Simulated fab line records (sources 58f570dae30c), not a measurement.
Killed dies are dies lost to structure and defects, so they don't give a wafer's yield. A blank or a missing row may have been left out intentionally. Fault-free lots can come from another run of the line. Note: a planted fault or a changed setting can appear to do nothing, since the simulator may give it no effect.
Lot-split experiment + flow berkeleyCmos170 + route with 331 steps; 5 lots, 23 wafers read

ON THE SPLIT
At UCB170_M1_METAL_ETCH_12 (etches Al in Cl2/BCl3, stops on PSG, target depth 780 nm, time 130 s), the setting timeS was moved away from the recipe's 130 s on 6 of the 23 wafers read, by +9.6% to +11.7%. All remaining wafers had this setting at the recipe value.

Reading taken at the split's own step.

THE READING
KrF_of_M1_COAT_04.thkNm (the simulator's own value, which no gauge read), in nm, at UCB170_M1_METAL_ETCH_12 (etches Al in Cl2/BCl3, stops on PSG, target depth 780 nm, time 130 s). There is no usual value for it anywhere in the file. Across the 17 wafers here that went through the recipe, the average is 445.5 nm and the standard deviation 12 nm.

| wafer  | tool, chamber at the split | timeS as run, s | against the recipe | KrF_of_M1_COAT_04.thkNm, nm | against lot-mates on the recipe |
|--------|----------------------------|-----------------|--------------------|-----------------------------|---------------------------------|
| L076.1 | rieMetal-02, 0             | 130             | recipe             | 459.9                       | -                               |
| L076.2 | rieMetal-02, 1             | 142.5           | +9.6%              | 392.6                       | -57.0                           |
| L076.3 | rieMetal-02, 1             | 130             | recipe             | 439.4                       | -                               |
| L076.4 | rieMetal-02, 0             | 142.5           | +9.6%              | 417.3                       | -32.3                           |
| L076.5 | rieMetal-02, 0             | 142.5           | +9.6%              | 418.5                       | -31.1                           |
| L080.2 | rieMetal-02, 0             | 130             | recipe             | 457.5                       | -                               |
| L080.3 | rieMetal-02, 0             | 130             | recipe             | 464                         | -                               |
| L080.4 | rieMetal-02, 1             | 130             | recipe             | 440.6                       | -                               |
| L080.5 | rieMetal-02, 0             | 130             | recipe             | 459.3                       | -                               |
| L080.6 | rieMetal-02, 1             | 130             | recipe             | 444.7                       | -                               |
| L082.1 | rieMetal-04, 0             | 145.2           | +11.7%             | 373.7                       | -62.9                           |
| L082.3 | rieMetal-04, 0             | 130             | recipe             | 431.1                       | -                               |
| L082.4 | rieMetal-04, 1             | 145.2           | +11.7%             | 389.3                       | -47.3                           |
| L082.5 | rieMetal-04, 1             | 130             | recipe             | 442.2                       | -                               |
| L082.6 | rieMetal-04, 0             | 145.2           | +11.7%             | 374.4                       | -62.2                           |
| L081.1 | rieMetal-02, 0             | 130             | recipe             | 457.3                       | -                               |
| L081.2 | rieMetal-02, 1             | 130             | recipe             | 440.5                       | -                               |
| L081.4 | rieMetal-02, 0             | 130             | recipe             | 456.8                       | -                               |
| L081.5 | rieMetal-02, 1             | 130             | recipe             | 434.6                       | -                               |
| L081.6 | rieMetal-02, 0             | 130             | recipe             | 457.6                       | -                               |
| L084.2 | rieMetal-02, 1             | 130             | recipe             | 426.1                       | -                               |
| L084.4 | rieMetal-02, 1             | 130             | recipe             | 434.3                       | -                               |
| L084.6 | rieMetal-02, 1             | 130             | recipe             | 427.8                       | -                               |

FIT RESULTS
A straight line over all 23 wafers: KrF_of_M1_COAT_04.thkNm changes by -4.93 nm for each +1% of timeS; r = -0.88; the points scatter about the line by 13 nm.
The same after taking each lot's own level away (the mean of its wafers on the recipe; 23 wafers): -4.63 nm for each +1%; r = -0.92; scatter 9.4 nm.
On that fit, the largest move of timeS shifts the reading by 54 nm.
Across the lots, their own levels run from 429.40 to 453.22 nm, a range of 2.0 times the standard deviation given above.
So the lot-to-lot level changes the slope little: the two slopes agree.
Check: for one of the wafers moved furthest among these (+11.7%), held out of the fit, the line's prediction against its lot-mates is -51.8 nm. It came out at -62.9 nm against them.

FILE'S OWN FIT
KrF_of_M1_COAT_04.thkNm changes by -4.62 nm for each +1% of timeS, r = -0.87.
